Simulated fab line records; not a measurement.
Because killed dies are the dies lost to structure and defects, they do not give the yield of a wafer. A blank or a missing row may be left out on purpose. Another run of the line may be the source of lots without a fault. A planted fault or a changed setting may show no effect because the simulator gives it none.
Split-lot experiment    flow berkeley cmos170    5 lots, 23 wafers read, on a route of 331 steps

ABOUT THE SPLIT
At UCB170_M3_EXPOSE_12 (exposes mask METAL3, target cd 700 nm), the setting dose mj was moved away from the recipe's 26 on 9 of the 23 wafers read, by -3.0% to +4.2%. This setting was run at the recipe's value on the other wafers.

FROM THE SPLIT TO THE READING: what the file shows between them, 2 steps
- UCB170_M3_PEB_13
- UCB170_M3_DEVELOP_14: develop time 45 s

THE READING
cd nm at UCB170_M3_CD_MEAS_15, given in nm (cd target 700 nm). Fault-free wafers of this fab line usually give 700.5 nm, standard deviation 1.6 nm.

wafer   tool, chamber at the split  dose mj as run  against the recipe  cd nm, nm  against lot-mates on the recipe
L077.1  krf scanner-01, 0           26              recipe              698.2      -
L077.2  krf scanner-01, 0           26              recipe              698.5      -
L077.4  krf scanner-01, 0           26              recipe              698.3      -
L084.1  krf scanner-01, 0           26              recipe              701.3      -
L084.2  krf scanner-01, 0           25.27           -2.8%               706.8      +4.9
L084.4  krf scanner-01, 0           25.27           -2.8%               707.8      +5.9
L084.5  krf scanner-01, 0           26              recipe              701.9      -
L084.6  krf scanner-01, 0           26              recipe              702.5      -
L083.1  krf scanner-01, 0           25.21           -3.0%               704.9      +4.2
L083.2  krf scanner-01, 0           26              recipe              701.6      -
L083.3  krf scanner-01, 0           26              recipe              699.6      -
L083.5  krf scanner-01, 0           26              recipe              701.0      -
L083.6  krf scanner-01, 0           25.21           -3.0%               705.6      +4.9
L080.2  krf scanner-01, 0           25.32           -2.6%               708.4      +5.8
L080.3  krf scanner-01, 0           25.32           -2.6%               707.4      +4.8
L080.4  krf scanner-01, 0           26              recipe              702.3      -
L080.5  krf scanner-01, 0           26              recipe              703.0      -
L080.6  krf scanner-01, 0           25.32           -2.6%               707.5      +4.9
L082.1  krf scanner-01, 0           27.09           +4.2%               695.1      -7.1
L082.2  krf scanner-01, 0           27.09           +4.2%               694.0      -8.2
L082.4  krf scanner-01, 0           26              recipe              701.5      -
L082.5  krf scanner-01, 0           26              recipe              703.7      -
L082.6  krf scanner-01, 0           26              recipe              701.5      -

FIT RESULTS
A straight line over all 23 wafers: cd nm changes by -1.82 nm for each +1% of dose mj; r = -0.91; the points scatter about the line by 1.7 nm.
The same after taking each lot's own level away (the mean of its wafers on the recipe; 23 wafers): -1.81 nm for each +1%; r = -0.98; scatter 0.72 nm.
According to that fit, moving dose mj by its largest amount changes the reading by 7.6 nm.
Measured against the standard deviation above, the lots' own levels, which go from 698.33 to 702.65 nm, span 2.7 times it.
The two slopes agree, so the slope changes little with the lot-to-lot level.
Check: for one of the wafers moved furthest among these (+4.2%), held out of the fit, the line's prediction against its lot-mates is -7.79 nm. It came out at -7.13 nm against them.

ADDITIONAL SPLITS CARRIED BY THESE WAFERS
Before the reading, these wafers also passed through other splits. Each is held against what the fit with the lots' levels taken away leaves over:
other split on the same wafers  wafers away from the commonest value  r with cd nm (lot level and that fit taken away)
UCB170_M3_SPUTTER_01 power w    8                                     -0.13

THE WHOLE CHAIN: every reading that the file lists as answering this split, in the file's order
step                  what it does          reading                                                    change (the file's fit)               r (the file's)
UCB170_M3_CD_MEAS_15  target cd 700 nm      cd nm                                                      -1.8 nm for each +1% of the setting   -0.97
UCB170_M3_ETCH_17     etches BARC in N2/H2  M3.cd nm (the simulator's own value, which no gauge read)  -1.79 nm for each +1% of the setting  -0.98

THE FILE'S OWN FIT
cd nm changes by -1.8 nm for each +1% of dose mj, r = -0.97.
